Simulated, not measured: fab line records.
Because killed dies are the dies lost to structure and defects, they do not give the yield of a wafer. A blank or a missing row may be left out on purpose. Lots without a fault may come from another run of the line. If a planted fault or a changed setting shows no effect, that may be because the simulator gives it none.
Comparing a struck lot with a sound one || flow rit_cmos || 44 steps out of a route of 202
Sound: these wafers, L390.2, L390.3, L390.5. Struck: wafer L401.1. (L401.3, L401.6 of the same lot were not struck and are left out.) The cause comes at the end.
At each step with rows: each side's tool, then ch and its chambers, then its first start. Under that, the readings that differ: sound wafers || struck wafers || difference of the means || sigmas: that difference in standard deviations of wafers without a fault.
alike: readings whose means differ by less than 2 such deviations, and words and numbers that are the same on both sides. not compared: withheld readings, readings that some wafer has no value for, bounds like >300 that may hide the same value, and numbers for which the record gives no deviation and whose values overlap.
A row with sigmas, a row that says differs or no value, or rows on one side alone: a step with any of these is where the two part. Non-overlapping numbers with no deviation appear without sigmas and do not part them. A reading that every wafer of one side lacks parts them only if that side has two wafers or more.

first, 2 steps without rows for these wafers: RIT_PLDD_PEB_04; RIT_PLDD_DEVELOP_05 (develop time 50 s).
RIT_PLDD_OVL_MEAS_06:
  struck on overlay-01, day 5 05:59; sound on overlay-02, day 3 01:52
{"reading": "PLDD_OVL (nm)", "sound": "0.2 -0.7 -0.2", "struck": -3.3, "difference": -3.1, "sigmas": -2}
then, 2 steps without rows for these wafers: RIT_PLDD_HARDBAKE_07 (time 60 s); RIT_PLDD_IMPLANT_08.
RIT_PLDD_STRIP_09: strips in O2, time 180 s.
  sound on plasma_asher-03 ch 1, day 3 02:12; struck on plasma_asher-04 ch 0, day 5 06:35
{"reading": "drypump_motor_current_A (A)", "sound": "6.0 6.0 6.0", "struck": 5.2, "difference": -0.8, "sigmas": -3}
  not compared: rf_hours_counter_h
RIT_PLDD_TW_MEAS_10:
  struck on film_metro-03, day 5 06:46; sound on film_metro-04, day 3 02:23
  alike: PLDD_TW
then, 4 steps without rows for these wafers: RIT_SPACER_CLEAN_00 (cleans in SC1, time 600 s); RIT_SPACER_CLEAN_01 (cleans in dHF, time 30 s); RIT_SPACER_CLEAN_02 (cleans in SC2, time 600 s); RIT_SPACER_CVD_03 (deposits Si3N4 from SiH2Cl2/NH3, target thk 250 nm, time 3300 s).
RIT_SPACER_THK_MEAS_04:
  struck on film_metro-01, day 5 09:07; sound on film_metro-03, day 3 04:52
{"reading": "SPACER_NITRIDE_THK (nm)", "sound": "248.2 248.3 244.7", "struck": 253.3, "difference": "+6.2", "sigmas": "+2"}
RIT_SPACER_ETCHBACK_05: etches Si3N4 in SF6/CHF3, stops on SiO2, target depth 250 nm, time 240 s.
  sound on rie_diel-03 ch 0,3, day 3 04:55; struck on rie_diel-01 ch 1, day 5 09:10
{"reading": "oes_product_au (a.u.)", "sound": "0.816 0.835 0.832", "struck": 0.745, "difference": -0.083, "sigmas": -5}
{"reading": "run_length_s (s)", "sound": "267.9 268.3 268.7", "struck": 318.2, "difference": "+49.9", "sigmas": "+88"}
{"reading": "throttle_valve_pct (%)", "sound": "10.53 10.42 10.41", "struck": 10.20, "difference": -0.25, "sigmas": -2}
{"reading": "model.poly-Si_of_GATE_CVD_08.thk_nm (nm)", "sound": "167.5 168.4 168.4", "struck": 153.7, "difference": -14.4, "sigmas": ""}
{"reading": "model.Si3N4_of_SPACER_CVD_03.thk_nm (nm)", "sound": "193.7 194.3 191.3", "struck": 188, "difference": -5, "sigmas": ""}
  alike: drypump_motor_current_A
  not compared: rf_hours_counter_h
then, 6 steps without rows for these wafers: RIT_NSD_HMDS_00 (prime time 60 s); RIT_NSD_COAT_01 (resist thk 1000 nm); RIT_NSD_SOFTBAKE_02 (time 60 s); RIT_NSD_EXPOSE_03 (exposes mask M9, target cd 40700 nm); RIT_NSD_PEB_04; RIT_NSD_DEVELOP_05 (develop time 50 s).
RIT_NSD_OVL_MEAS_06:
  struck on overlay-02, day 5 10:18; sound on overlay-02, day 3 05:55
  alike: NSD_OVL
then, 2 steps without rows for these wafers: RIT_NSD_HARDBAKE_07 (time 60 s); RIT_NSD_IMPLANT_08.
RIT_NSD_STRIP_09: strips in O2, time 180 s.
  sound on plasma_asher-02 ch 0,1, day 3 06:15; struck on plasma_asher-02 ch 0, day 5 10:38
  alike: drypump_motor_current_A
  not compared: rf_hours_counter_h
RIT_NSD_TW_MEAS_10:
  struck on film_metro-02, day 5 10:49; sound on film_metro-02, day 3 06:26
  alike: NSD_TW
then, 6 steps without rows for these wafers: RIT_PSD_HMDS_00 (prime time 60 s); RIT_PSD_COAT_01 (resist thk 1000 nm); RIT_PSD_SOFTBAKE_02 (time 60 s); RIT_PSD_EXPOSE_03 (exposes mask M10, target cd 40900 nm); RIT_PSD_PEB_04; RIT_PSD_DEVELOP_05 (develop time 50 s).
RIT_PSD_OVL_MEAS_06:
  struck on overlay-02, day 5 11:43; sound on overlay-01, day 3 07:28
  alike: PSD_OVL
then, 2 steps without rows for these wafers: RIT_PSD_HARDBAKE_07 (time 60 s); RIT_PSD_IMPLANT_08.
RIT_PSD_STRIP_09: strips in O2, time 180 s.
  sound on plasma_asher-02 ch 0,1, day 3 07:48; struck on plasma_asher-01 ch 1, day 5 12:03
  alike: drypump_motor_current_A
  not compared: rf_hours_counter_h
RIT_PSD_TW_MEAS_10:
  struck on film_metro-04, day 5 12:14; sound on film_metro-04, day 3 07:59
  alike: PSD_TW
RIT_SDANNEAL_CLEAN_00: cleans in SC1, time 600 s.
  sound on wet_bench-03 ch 0, day 3 08:02; struck on wet_bench-02 ch 3, day 5 12:17
{"reading": "model.SiO2_of_FOX2_OXIDATION_00.thk_nm (nm)", "sound": "177.5 175.6 182.1", "struck": 166.4, "difference": -12.0, "sigmas": ""}
  alike: bath_guard_temp_C
then, 1 step without rows for these wafers: RIT_SDANNEAL_CLEAN_01 (cleans in dHF, time 30 s).
RIT_SDANNEAL_CLEAN_02: cleans in SC2, time 600 s.
  sound on wet_bench-01 ch 1, day 3 08:14; struck on wet_bench-03 ch 3, day 5 12:29
{"reading": "model.poly-Si_of_GATE_CVD_08.thk_nm (nm)", "sound": "163.2 164.1 164.1", "struck": 149.3, "difference": -14.5, "sigmas": ""}
  alike: bath_guard_temp_C
RIT_SDANNEAL_RTA_03: time 5 s.
  sound on rtp_anneal-01 ch 0, day 3 08:25; struck on rtp_anneal-02 ch 0, day 5 12:40
  alike: wafer_temp_C_max
RIT_SDANNEAL_RS_MEAS_04: the measuring method here is four-point-probe.
  struck on film_metro-02, day 5 12:44; sound on film_metro-03, day 3 08:29
  alike: PSD_RS
RIT_SDANNEAL_RS_MEAS_05: the measuring method here is four-point-probe.
  struck on film_metro-02, day 5 12:51; sound on film_metro-03, day 3 08:36
{"reading": "NSD_RS (ohm/sq)", "sound": "84.78 84.88 84.99", "struck": 84.20, "difference": -0.68, "sigmas": -2}
RIT_SDANNEAL_RS_MEAS_06: the measuring method here is four-point-probe.
  struck on film_metro-02, day 5 12:58; sound on film_metro-03, day 3 08:43
  alike: PLDD_RS
RIT_SILICIDE_WET_ETCH_00: etches SiO2 in BOE, target depth 14 nm, time 15 s.
  sound on wet_bench-04 ch 2, day 3 08:56; struck on wet_bench-03 ch 2, day 5 13:13
{"reading": "model.Si3N4_of_SPACER_CVD_03.thk_nm (nm)", "sound": "192.6 193.2 190.2", "struck": 186.8, "difference": -5.2, "sigmas": ""}
RIT_M1_PROBE_99:
  struck on prober-01, day 5 20:02; sound on prober-01, day 3 18:02
  alike: killed_at_M0_to_M3, killed_at_contacts, killed_at_front_end, killed_dies, killed_open, killed_short

## WHERE THEY PART
First at RIT_PLDD_OVL_MEAS_06; last, within this record, at RIT_SDANNEAL_RS_MEAS_05. Later steps at which nothing parts them and some readings are alike: RIT_SDANNEAL_RS_MEAS_06, RIT_M1_PROBE_99.

WHY: whatever the simulator had introduced
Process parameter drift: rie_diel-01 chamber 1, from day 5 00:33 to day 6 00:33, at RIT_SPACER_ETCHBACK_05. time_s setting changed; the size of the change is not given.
